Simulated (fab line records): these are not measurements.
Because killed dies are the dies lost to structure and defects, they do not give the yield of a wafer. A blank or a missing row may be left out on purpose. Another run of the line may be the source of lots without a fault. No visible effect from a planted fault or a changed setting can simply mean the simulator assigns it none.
2 desks, one fault -- flow berkeley-cmos170 -- only its own numbers are on each desk; what lay behind them is given at the end

## FROM THE METROLOGY DESK
Means of the sampled wafers that have a number, per lot and without regard to the tool the lot ran on: this is what the gauges read. The brackets show how far a lot's mean lies from the usual mean; more than 4 standard deviations puts the lot out of limits, marked OUT.
Columns: A = cd-nm at UCB170_NSD_CD_MEAS_06, usual 1200.8 nm; B = NSD_OVL at UCB170_NSD_OVL_MEAS_07, usual -1 nm; C = V1_TEOS_THK at UCB170_V1_THK_MEAS_01, usual 2002 nm
lot,first seen here,A,B,C
L475,day 7 18:36,1201.4,-0,1972
L476,day 7 18:52,1200.9,2,2016
L479,day 8 23:01,1200.2,-6,1989
L478,day 8 23:20,1199.7,2,2015
L485,day 10 02:31,1202.1,-2,2559 (+24) OUT
L487,day 10 09:10,1199.3,-1,2293 (+13) OUT
L488,day 10 09:28,1198.2,-4,2002
L490,day 11 03:59,1199.1,3,2022
L496,day 11 17:47,1201.5,3,1994
L492,day 11 18:05,1200.2,-1,2018
L495,day 11 18:24,1201.6,-1,1983
L497,day 12 15:25,1200.4,-4,2000
L494,day 12 15:31,1201.5,2,1994
L498,day 12 23:37,1200.7,6,1980
This desk finds L485, L487 out of limits, with the earliest case on L485 at day 10 15:29 (V1_TEOS_THK at UCB170_V1_THK_MEAS_01). Within limits: L475, L476, L479, L478, L488, L490, L496, L492, L495, L497, L494, L498.

## TOOL OWNER'S DESK, pecvd-01
The tool's own readings at UCB170_V1_CVD_00 (deposits SiO2 from TEOS/O2, target thk 2000 nm, time 250 s): means of the sampled wafers that have a number, for each lot that ran on this tool. The brackets show how far a lot's mean lies from the usual mean; more than 4 standard deviations puts the lot out of limits, marked OUT.
Columns: A = heater-power-w at UCB170_V1_CVD_00, usual 230 W
lot,first seen here,A
L475,day 8 06:24,248
L479,day 9 12:15,293
L485,day 10 15:19,222
L487,day 10 21:38,219
L497,day 13 01:46,276
Result from this desk: across the 5 lots, nothing is out of limits.

## TAKEN TOGETHER
An alarm was possible from the metrology desk at day 10 15:29, on L485, L487.
The desk of the tool owner found nothing out of limits.
On record at the tool owner's desk: L485, L487, within its limits.
On pecvd-01, each named lot ran UCB170_V1_CVD_00.

## WHAT THE SIMULATOR PUT IN
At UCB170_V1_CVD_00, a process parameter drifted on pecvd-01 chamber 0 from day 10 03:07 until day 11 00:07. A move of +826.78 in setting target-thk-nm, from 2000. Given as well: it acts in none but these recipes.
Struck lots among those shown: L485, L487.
Delay in hours, fault start to first out-of-limits reading, per desk: metrology desk 12.
